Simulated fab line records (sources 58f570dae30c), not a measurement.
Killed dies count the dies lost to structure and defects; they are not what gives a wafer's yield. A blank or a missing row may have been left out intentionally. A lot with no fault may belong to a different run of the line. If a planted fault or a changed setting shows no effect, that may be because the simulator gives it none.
2 desks, one fault || flow berkeley cmos170 || what lay behind the numbers comes last; until then each desk has only its own

## METROLOGY DESK
Means of the sampled wafers that have a number, per lot and without regard to the tool the lot ran on: this is what the gauges read. Marked OUT: a lot whose mean sits more than 4 standard deviations from the usual mean, which makes it out of limits; the brackets give that distance.
Columns: A = NVT_TW at UCB170_NVT_TW_MEAS_09, usual 521.7; B = SILICIDE_TI_RS at UCB170_SILICIDE_RS_MEAS_02, usual 26.1 ohm/sq; C = SILICIDE_TI_THK at UCB170_SILICIDE_THK_MEAS_03, usual 30.0 nm
{"lot": "L237", "first seen here": "day 6 00:08", "A": 525.6, "B": 26.1, "C": 30.1}
{"lot": "L238", "first seen here": "day 6 00:25", "A": 519.7, "B": 26.7, "C": 29.3}
{"lot": "L236", "first seen here": "day 6 00:29", "A": 525.5, "B": 26.4, "C": 29.6}
{"lot": "L239", "first seen here": "day 6 00:37", "A": 522.7, "B": 26.2, "C": 30.1}
{"lot": "L240", "first seen here": "day 6 00:41", "A": 520.4, "B": 26.3, "C": 29.9}
{"lot": "L246", "first seen here": "day 7 07:49", "A": 525.2, "B": "20.8 (-16) OUT", "C": "36.5 (+18) OUT"}
{"lot": "L245", "first seen here": "day 7 08:30", "A": 523.7, "B": 26.3, "C": 29.8}
{"lot": "L248", "first seen here": "day 8 02:26", "A": 518.6, "B": "21.5 (-14) OUT", "C": "35.5 (+15) OUT"}
{"lot": "L251", "first seen here": "day 8 12:41", "A": 521.1, "B": 25.7, "C": 30.5}
{"lot": "L252", "first seen here": "day 8 23:16", "A": 525.4, "B": 26.2, "C": 29.9}
{"lot": "L253", "first seen here": "day 9 07:44", "A": 519.5, "B": 26.2, "C": 30.1}
{"lot": "L256", "first seen here": "day 9 08:16", "A": 517.8, "B": 26.4, "C": 29.7}
{"lot": "L258", "first seen here": "day 10 04:02", "A": 522.0, "B": 26.2, "C": 30.0}
{"lot": "L259", "first seen here": "day 10 19:13", "A": 522.3, "B": 26.1, "C": 30.1}
Per this desk, out of limits: L246, L248; the first was L246, day 9 00:40 (SILICIDE_TI_RS at UCB170_SILICIDE_RS_MEAS_02). Within limits: L237, L238, L236, L239, L240, L245, L251, L252, L253, L256, L258, L259.

## AT THE TOOL OWNER'S DESK: pvd sputter-04
The tool's own readings at UCB170_SILICIDE_SPUTTER_01 (material Ti, target thk 30 nm, time 25 s): means of the sampled wafers that have a number, for each lot that ran on this tool. Marked OUT: a lot whose mean sits more than 4 standard deviations from the usual mean, which makes it out of limits; the brackets give that distance.
Columns: A = cathode dc power W at UCB170_SILICIDE_SPUTTER_01, usual 1500.0 W; B = throttle valve pct at UCB170_SILICIDE_SPUTTER_01, usual 30.1 %
{"lot": "L240", "first seen here": "day 7 05:32", "A": 1500.0, "B": 29.7}
{"lot": "L239", "first seen here": "day 7 06:01", "A": 1500.1, "B": 29.7}
{"lot": "L246", "first seen here": "day 9 00:38", "A": "1776.4 (+99 or more) OUT", "B": 29.9}
{"lot": "L248", "first seen here": "day 10 01:41", "A": "1776.4 (+99 or more) OUT", "B": 30.1}
This desk's verdict: out of limits on L246, L248, starting with L246 at day 9 00:38 (cathode dc power W at UCB170_SILICIDE_SPUTTER_01). Within limits: L240, L239.

## PUT TOGETHER
At day 9 00:38, on L246, L248, the tool owner's desk was in a position to raise an alarm.
The metrology desk could have raised an alarm at day 9 00:40, on L246, L248.
On pvd sputter-04, each named lot ran UCB170_SILICIDE_SPUTTER_01.

## WHAT THE SIMULATOR HAD PUT IN
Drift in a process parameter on pvd sputter-04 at UCB170_SILICIDE_SPUTTER_01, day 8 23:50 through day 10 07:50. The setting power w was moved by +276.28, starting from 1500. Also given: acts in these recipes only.
Struck lots among those shown: L246, L248.
Fault start to first reading out of limits, in hours, per desk: tool owner, 1; metrology, 1.
